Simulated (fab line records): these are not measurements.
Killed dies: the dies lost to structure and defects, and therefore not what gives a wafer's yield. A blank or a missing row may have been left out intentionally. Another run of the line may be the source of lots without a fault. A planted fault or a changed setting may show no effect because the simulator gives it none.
The tool behind it: which one? / flow berkeleyCmos170 / 42 wafers from 14 lots sampled at 6 of the route's 331 steps

== WHAT THE GAUGES SHOWED, per wafer ==
UCB170_PLDD_OVL_MEAS_07. Usual: PLDD_OVL 0 nm, standard deviation 5.8.
lot=L928; measured=day 6 12:24; on=overlay-01; PLDD_OVL (nm)=-2 -5 -3; flag=
lot=L927; measured=day 6 12:58; on=overlay-02; PLDD_OVL (nm)=-2 -3 -9; flag=
lot=L929; measured=day 7 04:47; on=overlay-01; PLDD_OVL (nm)=-4 -7 -12; flag=
lot=L930; measured=day 7 05:04; on=overlay-01; PLDD_OVL (nm)=4 2 2; flag=
lot=L933; measured=day 8 00:59; on=overlay-02; PLDD_OVL (nm)=3 0 1; flag=
lot=L932; measured=day 8 01:18; on=overlay-02; PLDD_OVL (nm)=-5 -2 -7; flag=
lot=L937; measured=day 8 10:14; on=overlay-02; PLDD_OVL (nm)=-2 3 1; flag=
lot=L934; measured=day 8 10:26; on=overlay-02; PLDD_OVL (nm)=7 -1 6; flag=
lot=L935; measured=day 8 10:48; on=overlay-01; PLDD_OVL (nm)=1 7 -4; flag=
lot=L941; measured=day 9 14:18; on=overlay-02; PLDD_OVL (nm)=0 -3 1; flag=
lot=L939; measured=day 9 14:43; on=overlay-01; PLDD_OVL (nm)=3 3 1; flag=
lot=L942; measured=day 9 19:29; on=overlay-01; PLDD_OVL (nm)=-4 3 -3; flag=
lot=L947; measured=day 11 07:21; on=overlay-01; PLDD_OVL (nm)=5 -4 8; flag=
lot=L948; measured=day 11 07:37; on=overlay-02; PLDD_OVL (nm)=8 5 0; flag=

UCB170_CONTACT_CD_MEAS_90: the cd target is 700 nm. Usual: cdNm reads 700.3 nm (standard deviation 1.5).
lot=L928; measured=day 7 06:41; on=cdSem-01; cdNm (nm)=700.2 700.1 700.5; flag=
lot=L927; measured=day 7 07:00; on=cdSem-01; cdNm (nm)=699.5 703.3 700.7; flag=
lot=L929; measured=day 7 23:13; on=cdSem-02; cdNm (nm)=701.0 700.4 700.4; flag=
lot=L930; measured=day 8 00:22; on=cdSem-02; cdNm (nm)=700.4 700.8 701.9; flag=
lot=L933; measured=day 8 18:10; on=cdSem-02; cdNm (nm)=699.3 697.4 699.2; flag=
lot=L932; measured=day 8 17:32; on=cdSem-01; cdNm (nm)=698.7 699.5 700.8; flag=
lot=L937; measured=day 9 05:49; on=cdSem-01; cdNm (nm)=701.0 702.8 701.2; flag=
lot=L934; measured=day 9 03:53; on=cdSem-02; cdNm (nm)=700.8 699.7 700.4; flag=
lot=L935; measured=day 9 05:35; on=cdSem-02; cdNm (nm)=699.7 698.5 700.3; flag=
lot=L941; measured=day 10 09:50; on=cdSem-01; cdNm (nm)=700.2 702.2 701.4; flag=
lot=L939; measured=day 10 12:34; on=cdSem-02; cdNm (nm)=- - -; flag=OFF
lot=L942; measured=day 10 12:50; on=cdSem-01; cdNm (nm)=- - -; flag=OFF
lot=L947; measured=day 12 03:36; on=cdSem-02; cdNm (nm)=697.8 696.4 698.6; flag=
lot=L948; measured=day 12 04:13; on=cdSem-01; cdNm (nm)=698.3 698.3 697.0; flag=

== WHAT TOOL EACH LOT RAN ON (gives the tool, then ch and the chambers of the sampled wafers, and finally the start) ==
lot=L928; UCB170_SPACER_CVD_00=pecvd-04 ch 0,1, day 6 15:36; UCB170_SDANNEAL_RTA_01=rtpAnneal-02 ch 0, day 7 01:32; UCB170_CONTACT_ETCH_17=rieDiel-01 ch 1,2,3, day 7 06:25; UCB170_CONTACT_ETCH_18=rieDiel-01 ch 1,2,3, day 7 06:41 or earlier
lot=L927; UCB170_SPACER_CVD_00=pecvd-04 ch 1,2, day 6 16:25; UCB170_SDANNEAL_RTA_01=rtpAnneal-01 ch 0, day 7 01:47; UCB170_CONTACT_ETCH_17=rieDiel-02 ch 0,2,3, day 7 06:41; UCB170_CONTACT_ETCH_18=rieDiel-02 ch 0,2,3, day 7 07:00 or earlier
lot=L929; UCB170_SPACER_CVD_00=pecvd-03 ch 0,2, day 7 07:18; UCB170_SDANNEAL_RTA_01=rtpAnneal-01 ch 0, day 7 17:42; UCB170_CONTACT_ETCH_17=rieDiel-01 ch 0,1, day 7 22:58; UCB170_CONTACT_ETCH_18=rieDiel-01 ch 0,1, day 7 23:13 or earlier
lot=L930; UCB170_SPACER_CVD_00=pecvd-04 ch 0,2, day 7 07:35; UCB170_SDANNEAL_RTA_01=rtpAnneal-02 ch 0, day 7 18:09; UCB170_CONTACT_ETCH_17=rieDiel-01 ch 1,3, day 8 00:06; UCB170_CONTACT_ETCH_18=rieDiel-01 ch 1,3, day 8 00:22 or earlier
lot=L933; UCB170_SPACER_CVD_00=pecvd-04 ch 0,2, day 8 03:23; UCB170_SDANNEAL_RTA_01=rtpAnneal-01 ch 0, day 8 13:10; UCB170_CONTACT_ETCH_17=rieDiel-04 ch 0,1,3, day 8 17:52; UCB170_CONTACT_ETCH_18=rieDiel-04 ch 0,1,3, day 8 18:10 or earlier
lot=L932; UCB170_SPACER_CVD_00=pecvd-01 ch 0,1,2, day 8 03:35; UCB170_SDANNEAL_RTA_01=rtpAnneal-02 ch 0, day 8 12:32; UCB170_CONTACT_ETCH_17=rieDiel-01 ch 0,3, day 8 17:15; UCB170_CONTACT_ETCH_18=rieDiel-01 ch 0,3, day 8 17:32 or earlier
lot=L937; UCB170_SPACER_CVD_00=pecvd-04 ch 0,2, day 8 12:37; UCB170_SDANNEAL_RTA_01=rtpAnneal-01 ch 0, day 8 22:57; UCB170_CONTACT_ETCH_17=rieDiel-02 ch 0,1,3, day 9 05:30; UCB170_CONTACT_ETCH_18=rieDiel-02 ch 0,1,3, day 9 05:49 or earlier
lot=L934; UCB170_SPACER_CVD_00=pecvd-03 ch 0,1, day 8 13:17; UCB170_SDANNEAL_RTA_01=rtpAnneal-02 ch 0, day 8 22:43; UCB170_CONTACT_ETCH_17=rieDiel-01 ch 0,2,3, day 9 03:37; UCB170_CONTACT_ETCH_18=rieDiel-01 ch 0,2,3, day 9 03:53 or earlier
lot=L935; UCB170_SPACER_CVD_00=pecvd-03 ch 0,1,2, day 8 13:37; UCB170_SDANNEAL_RTA_01=rtpAnneal-02 ch 0, day 8 23:13; UCB170_CONTACT_ETCH_17=rieDiel-04 ch 0,3, day 9 05:17; UCB170_CONTACT_ETCH_18=rieDiel-04 ch 0,3, day 9 05:35 or earlier
lot=L941; UCB170_SPACER_CVD_00=pecvd-04 ch 0,1, day 9 17:21; UCB170_SDANNEAL_RTA_01=rtpAnneal-01 ch 0, day 10 04:43; UCB170_CONTACT_ETCH_17=rieDiel-01 ch 2,3, day 10 09:33; UCB170_CONTACT_ETCH_18=rieDiel-01 ch 2,3, day 10 09:50 or earlier
lot=L939; UCB170_SPACER_CVD_00=pecvd-01 ch 1,2, day 9 17:38; UCB170_SDANNEAL_RTA_01=rtpAnneal-01 ch 0, day 10 05:10; UCB170_CONTACT_ETCH_17=rieDiel-01 ch 1,2,3, day 10 12:18; UCB170_CONTACT_ETCH_18=rieDiel-01 ch 1,2,3, day 10 12:34 or earlier
lot=L942; UCB170_SPACER_CVD_00=pecvd-04 ch 0,2, day 9 21:55; UCB170_SDANNEAL_RTA_01=rtpAnneal-01 ch 0, day 10 05:37; UCB170_CONTACT_ETCH_17=rieDiel-02 ch 1,2,3, day 10 12:34; UCB170_CONTACT_ETCH_18=rieDiel-02 ch 1,2,3, day 10 12:50 or earlier
lot=L947; UCB170_SPACER_CVD_00=pecvd-03 ch 0,1,2, day 11 09:39; UCB170_SDANNEAL_RTA_01=rtpAnneal-02 ch 0, day 11 22:16; UCB170_CONTACT_ETCH_17=rieDiel-01 ch 0,1,2, day 12 03:16; UCB170_CONTACT_ETCH_18=rieDiel-01 ch 0,1,2, day 12 03:36 or earlier
lot=L948; UCB170_SPACER_CVD_00=pecvd-03 ch 0,1, day 11 10:13; UCB170_SDANNEAL_RTA_01=rtpAnneal-01 ch 0, day 11 22:22; UCB170_CONTACT_ETCH_17=rieDiel-01 ch 0,2, day 12 03:56; UCB170_CONTACT_ETCH_18=rieDiel-01 ch 0,2, day 12 04:13 or earlier
- UCB170_SPACER_CVD_00: deposits SiO2 from TEOS/O2, target thk 376 nm, time 47 s.
- UCB170_SDANNEAL_RTA_01: time 5 s.
- UCB170_CONTACT_ETCH_17: etches BARC in N2/H2.
- UCB170_CONTACT_ETCH_18: etches PSG in CHF3/CF4/Ar, stops on TiSi2, target depth 840 nm, time 195 s.

== AS READ BY THE TOOLS THEMSELVES (means over the sampled wafers that have a number; for cases with no such wafer, the mark the record gives instead) ==
UCB170_SPACER_CVD_00. Usual: heaterPowerW 280 W, standard deviation 44; susceptorTempC 389.96 C, standard deviation 0.19.
lot=L928; tool=pecvd-04; heaterPowerW (W)=300; susceptorTempC (C)=390.18; flag=
lot=L927; tool=pecvd-04; heaterPowerW (W)=311; susceptorTempC (C)=390.11; flag=
lot=L929; tool=pecvd-03; heaterPowerW (W)=279; susceptorTempC (C)=389.80; flag=
lot=L930; tool=pecvd-04; heaterPowerW (W)=328; susceptorTempC (C)=389.84; flag=
lot=L933; tool=pecvd-04; heaterPowerW (W)=327; susceptorTempC (C)=389.80; flag=
lot=L932; tool=pecvd-01; heaterPowerW (W)=291; susceptorTempC (C)=389.85; flag=
lot=L937; tool=pecvd-04; heaterPowerW (W)=284; susceptorTempC (C)=389.86; flag=
lot=L934; tool=pecvd-03; heaterPowerW (W)=231; susceptorTempC (C)=389.94; flag=
lot=L935; tool=pecvd-03; heaterPowerW (W)=275; susceptorTempC (C)=390.19; flag=
lot=L941; tool=pecvd-04; heaterPowerW (W)=312; susceptorTempC (C)=389.91; flag=
lot=L939; tool=pecvd-01; heaterPowerW (W)=248; susceptorTempC (C)=389.87; flag=
lot=L942; tool=pecvd-04; heaterPowerW (W)=312; susceptorTempC (C)=390.27; flag=
lot=L947; tool=pecvd-03; heaterPowerW (W)=275; susceptorTempC (C)=389.85; flag=
lot=L948; tool=pecvd-03; heaterPowerW (W)=273; susceptorTempC (C)=390.11; flag=

UCB170_SDANNEAL_RTA_01. Usual: lampPowerPct 39.1 %, standard deviation 0.57; wafer_temp_C_max 1054.9, standard deviation 1.2.
lot=L928; tool=rtpAnneal-02; lampPowerPct (%)=39.7; wafer_temp_C_max=1053.8; flag=
lot=L927; tool=rtpAnneal-01; lampPowerPct (%)=38.6; wafer_temp_C_max=1054.8; flag=
lot=L929; tool=rtpAnneal-01; lampPowerPct (%)=38.6; wafer_temp_C_max=1055.8; flag=
lot=L930; tool=rtpAnneal-02; lampPowerPct (%)=39.7; wafer_temp_C_max=1055.2; flag=
lot=L933; tool=rtpAnneal-01; lampPowerPct (%)=38.6; wafer_temp_C_max=1055.1; flag=
lot=L932; tool=rtpAnneal-02; lampPowerPct (%)=39.7; wafer_temp_C_max=1054.9; flag=
lot=L937; tool=rtpAnneal-01; lampPowerPct (%)=38.6; wafer_temp_C_max=1055.0; flag=
lot=L934; tool=rtpAnneal-02; lampPowerPct (%)=39.8; wafer_temp_C_max=1054.2; flag=
lot=L935; tool=rtpAnneal-02; lampPowerPct (%)=39.7; wafer_temp_C_max=1053.5; flag=
lot=L941; tool=rtpAnneal-01; lampPowerPct (%)=38.6; wafer_temp_C_max=1056.1; flag=
lot=L939; tool=rtpAnneal-01; lampPowerPct (%)=38.6; wafer_temp_C_max=1055.6; flag=
lot=L942; tool=rtpAnneal-01; lampPowerPct (%)=38.6; wafer_temp_C_max=1056.8; flag=
lot=L947; tool=rtpAnneal-02; lampPowerPct (%)=39.7; wafer_temp_C_max=1054.7; flag=
lot=L948; tool=rtpAnneal-01; lampPowerPct (%)=38.6; wafer_temp_C_max=1054.8; flag=

UCB170_CONTACT_ETCH_17. Usual: biasW 100.0 W, standard deviation 0.33; chamberPressureMTorr 30.002 mTorr, standard deviation 0.028; drypumpMotorCurrentA 5.5 A, standard deviation 0.32; h2FlowSccm 199.9 sccm, standard deviation 0.63; oesProductAu 0.999 a.u., standard deviation 0.022; throttleValvePct 13.32 %, standard deviation 0.12.
lot=L928; tool=rieDiel-01; biasW (W)=100.1; chamberPressureMTorr (mTorr)=30.034; drypumpMotorCurrentA (A)=5.6; h2FlowSccm (sccm)=200.5; oesProductAu (a.u.)=0.990; throttleValvePct (%)=13.31; flag=
lot=L927; tool=rieDiel-02; biasW (W)=100.1; chamberPressureMTorr (mTorr)=30.024; drypumpMotorCurrentA (A)=5.5; h2FlowSccm (sccm)=199.6; oesProductAu (a.u.)=1.016; throttleValvePct (%)=13.39; flag=
lot=L929; tool=rieDiel-01; biasW (W)=100.0; chamberPressureMTorr (mTorr)=29.987; drypumpMotorCurrentA (A)=5.6; h2FlowSccm (sccm)=200.0; oesProductAu (a.u.)=0.990; throttleValvePct (%)=13.44; flag=
lot=L930; tool=rieDiel-01; biasW (W)=100.6; chamberPressureMTorr (mTorr)=29.996; drypumpMotorCurrentA (A)=5.6; h2FlowSccm (sccm)=200.2; oesProductAu (a.u.)=0.977; throttleValvePct (%)=13.38; flag=
lot=L933; tool=rieDiel-04; biasW (W)=100.1; chamberPressureMTorr (mTorr)=29.994; drypumpMotorCurrentA (A)=5.2; h2FlowSccm (sccm)=199.6; oesProductAu (a.u.)=0.975; throttleValvePct (%)=13.29; flag=
lot=L932; tool=rieDiel-01; biasW (W)=99.8; chamberPressureMTorr (mTorr)=29.996; drypumpMotorCurrentA (A)=5.7; h2FlowSccm (sccm)=199.8; oesProductAu (a.u.)=1.012; throttleValvePct (%)=13.41; flag=
lot=L937; tool=rieDiel-02; biasW (W)=100.2; chamberPressureMTorr (mTorr)=29.986; drypumpMotorCurrentA (A)=5.3; h2FlowSccm (sccm)=200.0; oesProductAu (a.u.)=1.030; throttleValvePct (%)=13.35; flag=
lot=L934; tool=rieDiel-01; biasW (W)=100.0; chamberPressureMTorr (mTorr)=29.997; drypumpMotorCurrentA (A)=5.6; h2FlowSccm (sccm)=200.0; oesProductAu (a.u.)=1.000; throttleValvePct (%)=13.34; flag=
lot=L935; tool=rieDiel-04; biasW (W)=100.3; chamberPressureMTorr (mTorr)=29.994; drypumpMotorCurrentA (A)=5.4; h2FlowSccm (sccm)=200.3; oesProductAu (a.u.)=0.985; throttleValvePct (%)=13.17; flag=
lot=L941; tool=rieDiel-01; biasW (W)=100.3; chamberPressureMTorr (mTorr)=30.018; drypumpMotorCurrentA (A)=5.7; h2FlowSccm (sccm)=199.6; oesProductAu (a.u.)=1.000; throttleValvePct (%)=13.29; flag=
lot=L939; tool=rieDiel-01; biasW (W)=-; chamberPressureMTorr (mTorr)=-; drypumpMotorCurrentA (A)=-; h2FlowSccm (sccm)=-; oesProductAu (a.u.)=-; throttleValvePct (%)=-; flag=OFF
lot=L942; tool=rieDiel-02; biasW (W)=-; chamberPressureMTorr (mTorr)=-; drypumpMotorCurrentA (A)=-; h2FlowSccm (sccm)=-; oesProductAu (a.u.)=-; throttleValvePct (%)=-; flag=OFF
lot=L947; tool=rieDiel-01; biasW (W)=100.2; chamberPressureMTorr (mTorr)=30.018; drypumpMotorCurrentA (A)=5.5; h2FlowSccm (sccm)=200.5; oesProductAu (a.u.)=0.997; throttleValvePct (%)=13.34; flag=
lot=L948; tool=rieDiel-01; biasW (W)=100.3; chamberPressureMTorr (mTorr)=30.006; drypumpMotorCurrentA (A)=5.5; h2FlowSccm (sccm)=199.4; oesProductAu (a.u.)=1.004; throttleValvePct (%)=13.38; flag=

UCB170_CONTACT_ETCH_18. Usual: CHF3_flow_sccm 45.00 sccm, standard deviation 0.13; cf4FlowSccm 15.01 sccm, standard deviation 0.047; drypumpMotorCurrentA 5.4 A, standard deviation 0.32; oesProductAu 0.881 a.u., standard deviation 0.016; throttleValvePct 6.96 %, standard deviation 0.1.
lot=L928; tool=rieDiel-01; CHF3_flow_sccm (sccm)=44.80; cf4FlowSccm (sccm)=14.98; drypumpMotorCurrentA (A)=5.6; oesProductAu (a.u.)=0.869; throttleValvePct (%)=6.93; flag=
lot=L927; tool=rieDiel-02; CHF3_flow_sccm (sccm)=45.05; cf4FlowSccm (sccm)=14.97; drypumpMotorCurrentA (A)=5.5; oesProductAu (a.u.)=0.906; throttleValvePct (%)=7.00; flag=
lot=L929; tool=rieDiel-01; CHF3_flow_sccm (sccm)=45.04; cf4FlowSccm (sccm)=15.04; drypumpMotorCurrentA (A)=5.6; oesProductAu (a.u.)=0.880; throttleValvePct (%)=7.05; flag=
lot=L930; tool=rieDiel-01; CHF3_flow_sccm (sccm)=45.09; cf4FlowSccm (sccm)=14.98; drypumpMotorCurrentA (A)=5.6; oesProductAu (a.u.)=0.871; throttleValvePct (%)=6.98; flag=
lot=L933; tool=rieDiel-04; CHF3_flow_sccm (sccm)=44.92; cf4FlowSccm (sccm)=14.99; drypumpMotorCurrentA (A)=5.2; oesProductAu (a.u.)=0.866; throttleValvePct (%)=6.95; flag=
lot=L932; tool=rieDiel-01; CHF3_flow_sccm (sccm)=45.05; cf4FlowSccm (sccm)=15.05; drypumpMotorCurrentA (A)=5.7; oesProductAu (a.u.)=0.890; throttleValvePct (%)=7.02; flag=
lot=L937; tool=rieDiel-02; CHF3_flow_sccm (sccm)=44.97; cf4FlowSccm (sccm)=15.03; drypumpMotorCurrentA (A)=5.2; oesProductAu (a.u.)=0.900; throttleValvePct (%)=7.00; flag=
lot=L934; tool=rieDiel-01; CHF3_flow_sccm (sccm)=44.98; cf4FlowSccm (sccm)=15.02; drypumpMotorCurrentA (A)=5.6; oesProductAu (a.u.)=0.884; throttleValvePct (%)=6.97; flag=
lot=L935; tool=rieDiel-04; CHF3_flow_sccm (sccm)=45.16; cf4FlowSccm (sccm)=15.00; drypumpMotorCurrentA (A)=5.4; oesProductAu (a.u.)=0.870; throttleValvePct (%)=6.83; flag=
lot=L941; tool=rieDiel-01; CHF3_flow_sccm (sccm)=45.13; cf4FlowSccm (sccm)=14.99; drypumpMotorCurrentA (A)=5.7; oesProductAu (a.u.)=0.888; throttleValvePct (%)=6.92; flag=
lot=L939; tool=rieDiel-01; CHF3_flow_sccm (sccm)=44.97; cf4FlowSccm (sccm)=14.98; drypumpMotorCurrentA (A)=5.6; oesProductAu (a.u.)=0.371; throttleValvePct (%)=6.94; flag=OFF
lot=L942; tool=rieDiel-02; CHF3_flow_sccm (sccm)=44.96; cf4FlowSccm (sccm)=14.99; drypumpMotorCurrentA (A)=5.5; oesProductAu (a.u.)=0.380; throttleValvePct (%)=6.97; flag=OFF
lot=L947; tool=rieDiel-01; CHF3_flow_sccm (sccm)=44.90; cf4FlowSccm (sccm)=15.04; drypumpMotorCurrentA (A)=5.5; oesProductAu (a.u.)=0.876; throttleValvePct (%)=6.97; flag=
lot=L948; tool=rieDiel-01; CHF3_flow_sccm (sccm)=45.11; cf4FlowSccm (sccm)=15.03; drypumpMotorCurrentA (A)=5.5; oesProductAu (a.u.)=0.885; throttleValvePct (%)=7.00; flag=

== THE ANSWER, worked out from the rows above alone ==
Rule: lot off if the mean of its wafers having a number is beyond 3 standard deviations from the usual mean. A lot without any number at a reading at which 4 lots or more have one is off too. All remaining lots with rows at the step are treated as sound. After the gauges, taken in route order, come the tools' own readings; for these a lot's mean is taken, as printed above. At the first step where some lot is off, the reading lying furthest off is the one used; lots without a number count as furthest.
Off at UCB170_CONTACT_CD_MEAS_90 (cdNm): L939, L942. Without a number there: L939, L942.
If a tool, at a process step before that reading, ran all the lots that are off and no sound lot after the first of them, it fits. The gauges at UCB170_CONTACT_CD_MEAS_90 aren't tried: what is off there is off at UCB170_CONTACT_ETCH_17 too, on other tools, and a gauge's error can't cause that. UCB170_CONTACT_ETCH_18: start missing for some lots; hours and lot order therefore follow UCB170_CONTACT_CD_MEAS_90. None of those tried fits.

== WHAT THE SIMULATOR HAD INSERTED ==
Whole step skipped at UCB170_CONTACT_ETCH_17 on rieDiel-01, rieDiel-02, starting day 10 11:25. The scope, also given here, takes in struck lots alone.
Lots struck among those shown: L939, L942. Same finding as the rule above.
